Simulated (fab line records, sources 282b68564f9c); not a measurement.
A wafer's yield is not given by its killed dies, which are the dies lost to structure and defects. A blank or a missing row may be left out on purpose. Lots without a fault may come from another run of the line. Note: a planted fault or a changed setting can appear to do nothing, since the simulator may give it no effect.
8D (eight disciplines) problem report, filled in by code :: flow rit-cmos :: the parts of the form that need people (team, actions taken, sign-off) are left out

1. THE PROBLEM
Mean PWELL_RS at RIT_WELLDRIVE_RS_MEAS_02: 444.7 ohm/sq over 9 wafers in 3 lots; fault-free wafers: 430.1 ohm/sq, standard deviation 1.1. That puts it +13 standard deviations away from the usual mean.
The step: measures by four-point-probe.
First seen on wafer L328.1, day 4 07:07, on film-metro-01. At this step, 45 wafers from 15 lots have a number in the record. Rule for "out" (also "out of limits"): further than 4 standard deviations from the usual mean. The rest of the wafers with a number are treated as sound.

2. WHAT IT IS; WHAT IT IS NOT
question: which readings at this step
is: PWELL_RS
is not: -

question: which lots
is: L328, L329, L331
is not: L319, L320, L321, L322, L323, L324, L326, L327, L335, L337, L340, L341

question: which wafers of those lots
is: all that have a number
is not: -

question: read on which gauges
is: film-metro-01, film-metro-02, film-metro-03
is not: -

question: when
is: from day 4 07:07
is not: up to then (24 sound wafers); but 12 sound wafers of L335, L337, L340, L341 came after

3. SUSPECTS, AND WHAT RULES EACH OUT
Counting: a tool at any process step up to the reading remains a suspect when it ran all the lots that are out and ran no sound lot after the first of those.
- the gauge at RIT_WELLDRIVE_RS_MEAS_02 is ruled out. The wafers that are out were read on 3 gauges (film-metro-01, film-metro-02, film-metro-03).
- implanter-04 at RIT_PWELL_IMPLANT_08: kept. All lots that are out passed through it, beginning with L328 at day 3 22:07, and no sound lot followed; its final sound lot before that point was L324 at day 3 05:22. Out on those wafers are its own readings of dose-ions-cm2.
Remaining after the count: implanter-04 at RIT_PWELL_IMPLANT_08.

4. THE CAUSE (what the simulator had put in)
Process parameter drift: implanter-04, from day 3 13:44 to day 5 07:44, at RIT_PWELL_IMPLANT_08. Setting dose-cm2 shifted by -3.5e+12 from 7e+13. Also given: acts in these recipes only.
Counting left only this tool.

5. SEQUENCE OF EFFECTS, ordered by route
Each row: a reading whose mean over the struck wafers that have a number lies more than 3 standard deviations from the usual. Only readings for which the record gives a usual standard deviation are gone through. hours: the time from each lot's start at the first step in this table that gives one to its start at this step, as a median over the lots. sigmas: the change in usual standard deviations.
hours: 0
step: RIT_PWELL_IMPLANT_08
reading: dose-ions-cm2
usual: 7.001e+13
on struck wafers: 6.647e+13
change: -3.543e+12
sigmas: -53

hours: 7
step: RIT_WELLDRIVE_RS_MEAS_02
reading: PWELL_RS
usual: 430.1 ohm/sq
on struck wafers: 444.7
change: +14.6
sigmas: +13
It contains these process steps:
- RIT_PWELL_IMPLANT_08
Later measuring or inspecting steps at which every struck wafer that the step has a row for has a number for every such reading, and none has moved that far: RIT_REOX_THK_MEAS_04.

6. WHAT WOULD HAVE CAUGHT IT SOONER
17 hours passed between the start of the fault at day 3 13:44 and the first reading out of limits at a measuring or inspecting step in this record, taken at day 4 07:07.
The tool's own readings at RIT_PWELL_IMPLANT_08 were out on every struck wafer that the step has a row for (dose-ions-cm2): an alarm limit on them would have fired on the first of those.
Among the 3 lots that are out, L331 began RIT_PWELL_IMPLANT_08 on implanter-04 after day 4 07:07. It would have been spared by a hold on the tool at that moment.
